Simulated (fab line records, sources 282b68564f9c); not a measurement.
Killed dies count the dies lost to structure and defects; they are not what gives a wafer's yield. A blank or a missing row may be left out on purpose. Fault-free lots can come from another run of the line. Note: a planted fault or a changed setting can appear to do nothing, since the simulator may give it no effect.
Split-lot experiment + flow rit_cmos + 23 wafers read from 5 lots, route of 202 steps

== THE SPLIT ITSELF ==
At RIT_M1_COAT_04 (resist thk 1300 nm), the setting resist_thk_nm was moved away from the recipe's 1300 nm on 5 of the 23 wafers read, by -1.6% to +2.8%. The other wafers ran this setting at the recipe's value.

Reading taken at the split's own step.

== THE READING ==
NOVOLAK_of_M1_COAT_04.thk_nm (the simulator's own value, which no gauge read), in nm, at RIT_M1_COAT_04 (resist thk 1300 nm). No usual value for it is given in the file. Average 1301 nm, standard deviation 3.1 nm, over the 18 wafers here run with the recipe.

| wafer  | tool, chamber at the split | resist_thk_nm as run, nm | against the recipe | NOVOLAK_of_M1_COAT_04.thk_nm, nm | against lot-mates on the recipe |
|--------|----------------------------|--------------------------|--------------------|----------------------------------|---------------------------------|
| L078.1 | litho_track-03, 0          | 1337                     | +2.8%              | 1337                             | +39                             |
| L078.2 | litho_track-03, 0          | 1337                     | +2.8%              | 1339                             | +41                             |
| L078.3 | litho_track-03, 0          | 1300                     | recipe             | 1299                             | -                               |
| L078.5 | litho_track-03, 0          | 1300                     | recipe             | 1297                             | -                               |
| L078.6 | litho_track-03, 0          | 1300                     | recipe             | 1298                             | -                               |
| L079.1 | litho_track-03, 0          | 1279                     | -1.6%              | 1282                             | -19                             |
| L079.3 | litho_track-03, 0          | 1300                     | recipe             | 1301                             | -                               |
| L079.5 | litho_track-03, 0          | 1300                     | recipe             | 1301                             | -                               |
| L079.4 | litho_track-03, 0          | 1279                     | -1.6%              | 1278                             | -23                             |
| L079.6 | litho_track-03, 0          | 1279                     | -1.6%              | 1279                             | -22                             |
| L080.2 | litho_track-04, 0          | 1300                     | recipe             | 1297                             | -                               |
| L080.5 | litho_track-04, 0          | 1300                     | recipe             | 1297                             | -                               |
| L080.3 | litho_track-04, 0          | 1300                     | recipe             | 1301                             | -                               |
| L080.4 | litho_track-04, 0          | 1300                     | recipe             | 1298                             | -                               |
| L080.6 | litho_track-04, 0          | 1300                     | recipe             | 1302                             | -                               |
| L083.1 | litho_track-03, 0          | 1300                     | recipe             | 1304                             | -                               |
| L083.4 | litho_track-03, 0          | 1300                     | recipe             | 1304                             | -                               |
| L083.3 | litho_track-03, 0          | 1300                     | recipe             | 1305                             | -                               |
| L083.5 | litho_track-03, 0          | 1300                     | recipe             | 1306                             | -                               |
| L083.6 | litho_track-03, 0          | 1300                     | recipe             | 1307                             | -                               |
| L085.1 | litho_track-03, 0          | 1300                     | recipe             | 1301                             | -                               |
| L085.3 | litho_track-03, 0          | 1300                     | recipe             | 1299                             | -                               |
| L085.5 | litho_track-03, 0          | 1300                     | recipe             | 1302                             | -                               |

THE FIT
A straight line over all 23 wafers: NOVOLAK_of_M1_COAT_04.thk_nm changes by +13.1 nm for each +1% of resist_thk_nm; r = +0.98; the points scatter about the line by 2.9 nm.
The same after taking each lot's own level away (the mean of its wafers on the recipe; 23 wafers): +13.8 nm for each +1%; r = +0.99; scatter 1.5 nm.
The reading moves by 39 nm for the largest change in resist_thk_nm, on that fit.
The span of the lots' own levels, 1298.0 to 1305.2 nm, comes to 2.3 times the standard deviation stated above.
The two slopes agree, so the slope changes little with the lot-to-lot level.
Check: for one of the wafers moved furthest among these (+2.8%), held out of the fit, the line's prediction against its lot-mates is +39.6 nm. Against them it came out at +39 nm.

== THE OTHER SPLITS THESE WAFERS WENT THROUGH ==
Before the reading, these wafers also passed through other splits. Each is held against what the fit with the lots' levels taken away leaves over:
| other split on the same wafers | wafers away from the commonest value | r with NOVOLAK_of_M1_COAT_04.thk_nm (lot level and that fit taken away) |
|--------------------------------|--------------------------------------|-------------------------------------------------------------------------|
| RIT_NSD_IMPLANT_08 dose_cm2    | 7                                    | -0.11                                                                   |
| RIT_PSD_DEVELOP_05 dev_temp_c  | 6                                    | -0.20                                                                   |

== THE FILE'S OWN FIT ==
NOVOLAK_of_M1_COAT_04.thk_nm changes by +13.9 nm for each +1% of resist_thk_nm, r = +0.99.
